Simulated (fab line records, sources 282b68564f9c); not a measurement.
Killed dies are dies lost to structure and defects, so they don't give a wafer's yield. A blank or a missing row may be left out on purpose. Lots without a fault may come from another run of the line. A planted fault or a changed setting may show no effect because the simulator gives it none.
Split-lot experiment | flow rit_cmos | 5 lots, 23 wafers read, on a route of 202 steps

THE SPLIT
At RIT_NWELL_SOFTBAKE_02 (time 60 s), the setting temp_c was moved away from the recipe's 90 C on 11 of the 23 wafers read, by -3.3% to +3.9%. The other wafers ran this setting at the recipe's value.

The file shows no step between the split and the reading.

THE READING
NOVOLAK_of_NWELL_COAT_01.thk_nm (the simulator's own value, which no gauge read), in nm, at RIT_NWELL_DEVELOP_05 (develop time 68 s). The file gives no usual value for it. The 12 wafers here that ran the recipe average 1300 nm, standard deviation 4.9 nm.

wafer  | tool, chamber at the split | temp_c as run, C | against the recipe | NOVOLAK_of_NWELL_COAT_01.thk_nm, nm | against lot-mates on the recipe
L074.2 | litho_track-01, 0          | 90               | recipe             | 1306                                | -
L074.3 | litho_track-01, 0          | 90               | recipe             | 1306                                | -
L074.4 | litho_track-01, 0          | 90               | recipe             | 1302                                | -
L074.5 | litho_track-01, 0          | 92.7             | +3.0%              | 1294                                | -11
L074.6 | litho_track-01, 0          | 92.7             | +3.0%              | 1292                                | -13
L077.3 | litho_track-03, 0          | 90               | recipe             | 1292                                | -
L077.4 | litho_track-03, 0          | 90               | recipe             | 1296                                | -
L077.5 | litho_track-03, 0          | 90               | recipe             | 1299                                | -
L078.1 | litho_track-02, 0          | 87.04            | -3.3%              | 1303                                | +8
L078.2 | litho_track-02, 0          | 87.04            | -3.3%              | 1302                                | +7
L078.3 | litho_track-02, 0          | 90               | recipe             | 1295                                | -
L078.5 | litho_track-02, 0          | 90               | recipe             | 1295                                | -
L078.6 | litho_track-02, 0          | 87.04            | -3.3%              | 1303                                | +8
L081.1 | litho_track-01, 0          | 90               | recipe             | 1305                                | -
L081.5 | litho_track-01, 0          | 90               | recipe             | 1305                                | -
L081.3 | litho_track-01, 0          | 88.95            | -1.2%              | 1308                                | +3
L081.4 | litho_track-01, 0          | 88.95            | -1.2%              | 1307                                | +2
L081.6 | litho_track-01, 0          | 88.95            | -1.2%              | 1310                                | +5
L084.1 | litho_track-02, 0          | 93.52            | +3.9%              | 1280                                | -16
L084.2 | litho_track-02, 0          | 90               | recipe             | 1295                                | -
L084.3 | litho_track-02, 0          | 90               | recipe             | 1298                                | -
L084.4 | litho_track-02, 0          | 93.52            | +3.9%              | 1279                                | -18
L084.6 | litho_track-02, 0          | 93.52            | +3.9%              | 1280                                | -16

THE FIT
A straight line over all 23 wafers: NOVOLAK_of_NWELL_COAT_01.thk_nm changes by -3.28 nm for each +1% of temp_c; r = -0.78; the points scatter about the line by 5.7 nm.
The same after taking each lot's own level away (the mean of its wafers on the recipe; 23 wafers): -3.48 nm for each +1%; r = -0.96; scatter 2.2 nm.
On that fit, the largest move of temp_c shifts the reading by 14 nm.
The lots' own levels span 1295.0 to 1305.0 nm, that is 2.1 times the standard deviation above.
So the lot-to-lot level blurs the effect unless lot-mates are compared.
Check: with one of the wafers moved furthest among these (+3.9%) left out of the fit, the line predicts -14.4 nm for it against its lot-mates. It came out at -16.5 nm against them.

OTHER SPLITS ON THESE WAFERS
These wafers also went through other splits before the reading. Each is held against what the fit with the lots' levels taken away leaves over:
other split on the same wafers  | wafers away from the commonest value | r with NOVOLAK_of_NWELL_COAT_01.thk_nm (lot level and that fit taken away)
RIT_ACTIVE_CVD_03 nh3_flow_sccm | 18                                   | -0.16
RIT_FOX1_OXIDATION_00 ox_time_s | 10                                   | -0.07

THE FILE'S OWN FIT
NOVOLAK_of_NWELL_COAT_01.thk_nm changes by -3.62 nm for each +1% of temp_c, r = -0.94.
